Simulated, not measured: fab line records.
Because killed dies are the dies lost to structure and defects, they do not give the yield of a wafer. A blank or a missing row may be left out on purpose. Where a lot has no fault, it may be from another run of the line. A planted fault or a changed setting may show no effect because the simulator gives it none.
A struck lot beside a sound one    flow ritCmos    17 steps out of a route of 202
Sound: wafers L770.1, L770.4, L770.5. Struck: wafers L775.1, L775.2, L775.6. Last of all comes the cause.
Each step with rows lists, per side, the tool, then ch with its chambers, then its first start. Under that, the readings that differ: sound wafers    struck wafers    difference of the means    sigmas: that difference in standard deviations of wafers without a fault.
alike: words and numbers the same on both sides, and readings whose means are apart by under 2 such deviations; not compared: readings that were withheld, readings missing a value for some wafer, numbers with overlapping values and no deviation given by the record, and bounds like >300 which may hide the same value.
Wherever a step has rows on one side only, a row that says differs or no value, or a row with sigmas, the two part there. Non-overlapping numbers with no deviation appear without sigmas and do not part them. A reading that every wafer of one side lacks parts them only if that side has two wafers or more.

RIT_NWELL_TW_MEAS_10:
  struck on filmMetro-01, day 3 09:05; sound on filmMetro-04, day 2 15:18
  alike: NWELL_TW
then, 6 steps without rows for these wafers: RIT_PWELL_HMDS_00 (prime time 60 s); RIT_PWELL_COAT_01 (resist thk 1300 nm); RIT_PWELL_SOFTBAKE_02 (time 60 s); RIT_PWELL_EXPOSE_03 (exposes mask M3, target cd 43700 nm); RIT_PWELL_PEB_04; RIT_PWELL_DEVELOP_05 (develop time 68 s).
RIT_PWELL_OVL_MEAS_06:
  struck on overlay-01, day 3 10:10; sound on overlay-02, day 2 16:14
  alike: PWELL_OVL
then, 2 steps without rows for these wafers: RIT_PWELL_HARDBAKE_07 (time 120 s); RIT_PWELL_IMPLANT_08.
RIT_PWELL_STRIP_09: strips in O2, time 180 s.
  sound on plasmaAsher-01 ch 1, day 2 16:41; struck on plasmaAsher-04 ch 0,1, day 3 10:35
  alike: drypumpMotorCurrentA, o2FlowSccm
  not compared: rfHoursCounterH
RIT_PWELL_TW_MEAS_10:
  struck on filmMetro-03, day 3 10:46; sound on filmMetro-03, day 2 16:51
  alike: PWELL_TW
RIT_WELLDRIVE_ANNEAL_00: time 14700 s.
  sound on furnace-04 ch 0, day 2 17:49; struck on furnace-01 ch 0, day 3 11:04
reading                 sound                 struck                difference  sigmas
spikeTcCentreC (C)      1101.3 1100.5 1099.6  1117.1 1117.6 1117.8  +17.0       +14
spikeTcLoadC (C)        1126.0 1124.9 1122.9  1139.2 1139.6 1138.8  +14.6       +5
spikeTcSourceC (C)      1125.1 1127.1 1126.7  1141.6 1141.2 1139.7  +14.5       +8
tubeCenterTempC (C)     1100.1 1099.9 1100    1114.9 1115 1114.9    +14.9       +99 or more
tube_center_temp_C_max  1102.7 1102.4 1102.2  1117.6 1117.6 1117.7  +15.2       +35
RIT_WELLDRIVE_RS_MEAS_01: uses a four-point probe to measure.
  struck on filmMetro-03, day 3 16:09; sound on filmMetro-01, day 2 22:54
reading            sound              struck             difference  sigmas
NWELL_RS (ohm/sq)  275.9 276.7 276.2  259.6 260.4 260.1  -16.2       -20
RIT_WELLDRIVE_RS_MEAS_02: uses a four-point probe to measure.
  struck on filmMetro-03, day 3 16:16; sound on filmMetro-01, day 2 23:01
reading            sound              struck             difference  sigmas
PWELL_RS (ohm/sq)  430.1 429.7 430.0  414.6 413.8 413.4  -16.0       -13
then, 1 step without rows for these wafers: RIT_NRETRO_HMDS_00 (prime time 60 s).
RIT_M1_PROBE_99:
  struck on prober-01, day 4 23:56; sound on prober-02, day 4 07:28
reading                              sound                 struck                difference  sigmas
model.etest.nwellPinched.rsOhmSq     340.1 335.2 333.9     304.5 299.2 304.7     -33.6       
model.etest.pwellPinched.rsOhmSq     457.2 452.3 454.8     434.1 431.4 437.6     -20.4       
model.etest.pwell.rsOhmSq            412.4 414 413         400.1 399.4 396.2     -14.6       
model.etest.fieldN.vtV (V)           34.06 34.41 33.9      32.56 33.18 33        -1.21       
model.etest.fieldPMetal.vtV (V)      -28.16 -28.26 -28.71  -31.31 -31.23 -31.14  -2.85       
model.etest.isoNwellNwell.bvV (V)    22.18 22.23 22.24     23.27 23.15 23.11     +0.96       
model.etest.fieldP.vtV (V)           -12.07 -12.18 -12.08  -13.34 -13.45 -13.36  -1.27       
model.etest.diodePplusNwell.bvV (V)  6.534 6.431 6.513     6.662 6.625 6.657     +0.155      
  alike: killedAtContacts, killedAtFrontEnd, killedDies, killedOpen, killedShort

WHERE THEY PART
First at RIT_WELLDRIVE_ANNEAL_00; last, within this record, at RIT_WELLDRIVE_RS_MEAS_02. Later steps at which nothing parts them and some readings are alike: RIT_M1_PROBE_99.

WHY: the cause the simulator had injected
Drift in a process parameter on furnace-01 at RIT_WELLDRIVE_ANNEAL_00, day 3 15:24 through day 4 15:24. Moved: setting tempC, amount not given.
